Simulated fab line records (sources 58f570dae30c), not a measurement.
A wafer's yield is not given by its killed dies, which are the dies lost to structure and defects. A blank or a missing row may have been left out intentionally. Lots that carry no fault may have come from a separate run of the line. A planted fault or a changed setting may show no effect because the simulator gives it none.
Split-lot trial	flow berkeley_cmos170	route with 331 steps; 5 lots, 23 wafers read

== THE SPLIT ==
At UCB170_M3_SPUTTER_01 (material Al, target thk 900 nm, time 120 s), the setting time_s was moved away from the recipe's 120 s on 11 of the 23 wafers read, by -13.6% to +10.0%. For the rest of the wafers, this setting stayed at what the recipe calls for.

== THE PATH FROM SPLIT TO READING: the file shows 1 step between them ==
- UCB170_M3_RS_MEAS_02: measures by four-point-probe

== THE READING ==
M3_AL_THK, in nm, at UCB170_M3_THK_MEAS_03 (measures by xrf). On this fab line, fault-free wafers typically give 890 nm with a standard deviation of 13 nm.

wafer	tool, chamber at the split	time_s as run, s	against the recipe	M3_AL_THK, nm	against lot-mates on the recipe
L076.1	pvd_sputter-02, -	126.6	+5.5%	953	+38
L076.2	pvd_sputter-02, -	120	recipe	912	-
L076.3	pvd_sputter-02, -	120	recipe	921	-
L076.5	pvd_sputter-02, -	120	recipe	912	-
L076.6	pvd_sputter-02, -	126.6	+5.5%	954	+39
L078.1	pvd_sputter-03, -	103.7	-13.6%	765	-118
L078.3	pvd_sputter-03, -	103.7	-13.6%	761	-122
L078.4	pvd_sputter-03, -	103.7	-13.6%	756	-126
L078.5	pvd_sputter-03, -	120	recipe	878	-
L078.6	pvd_sputter-03, -	120	recipe	887	-
L080.2	pvd_sputter-01, -	111.4	-7.2%	837	-60
L080.3	pvd_sputter-01, -	120	recipe	896	-
L080.4	pvd_sputter-01, -	111.4	-7.2%	819	-78
L080.5	pvd_sputter-01, -	111.4	-7.2%	823	-74
L080.6	pvd_sputter-01, -	120	recipe	898	-
L081.4	pvd_sputter-03, -	120	recipe	871	-
L081.5	pvd_sputter-03, -	120	recipe	872	-
L081.6	pvd_sputter-03, -	120	recipe	872	-
L085.2	pvd_sputter-01, -	132	+10.0%	978	+77
L085.3	pvd_sputter-01, -	132	+10.0%	987	+86
L085.4	pvd_sputter-01, -	120	recipe	901	-
L085.5	pvd_sputter-01, -	132	+10.0%	982	+81
L085.6	pvd_sputter-01, -	120	recipe	901	-

FIT RESULTS
A straight line over all 23 wafers: M3_AL_THK changes by +9.52 nm for each +1% of time_s; r = +0.98; the points scatter about the line by 13 nm.
The same after taking each lot's own level away (the mean of its wafers on the recipe; 23 wafers): +8.69 nm for each +1%; r = +1.00; scatter 5.6 nm.
On that fit, the largest move of time_s shifts the reading by 1.2e+02 nm.
The lots' own levels span 871.7 to 915.0 nm, that is 3.3 times the standard deviation above.
Hence the lot-to-lot level has little effect on the slope; both slopes agree.
Check: with one of the wafers moved furthest among these (-13.6%) left out of the fit, the line predicts -122 nm for it against its lot-mates. Against them it came out at -118 nm.

== ADDITIONAL SPLITS CARRIED BY THESE WAFERS ==
Note: prior to the reading, these wafers also went through further splits. Each is held against what the fit with the lots' levels taken away leaves over:
other split on the same wafers	wafers away from the commonest value	r with M3_AL_THK (lot level and that fit taken away)
UCB170_NSD_IMPLANT_08 dose_cm2	11	+0.20
UCB170_SDANNEAL_RTA_00 time_s	5	-0.04
UCB170_SILICIDE_SPUTTER_01 power_w	8	+0.27
UCB170_M1_SPUTTER_00 time_s	9	+0.05
UCB170_M1_METAL_ETCH_12 time_s	5	+0.33
UCB170_M2_SPUTTER_01 time_s	9	-0.14

== THE WHOLE CHAIN: every reading that the file lists as answering this split, in the file's order ==
step	what it does	reading	change (the file's fit)	r (the file's)
UCB170_M3_SPUTTER_01	material Al, target thk 900 nm, time 120 s	Al_of_M3_SPUTTER_01.thk_nm (the simulator's own value, which no gauge read)	+8.94 nm for each +1% of the setting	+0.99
UCB170_M3_RS_MEAS_02	measures by four-point-probe	M3_AL_RS	-0.000346 for each +1% of the setting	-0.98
UCB170_M3_THK_MEAS_03	measures by xrf	M3_AL_THK	+8.71 for each +1% of the setting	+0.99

== THE FILE'S OWN FIT ==
M3_AL_THK changes by +8.71 nm for each +1% of time_s, r = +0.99.
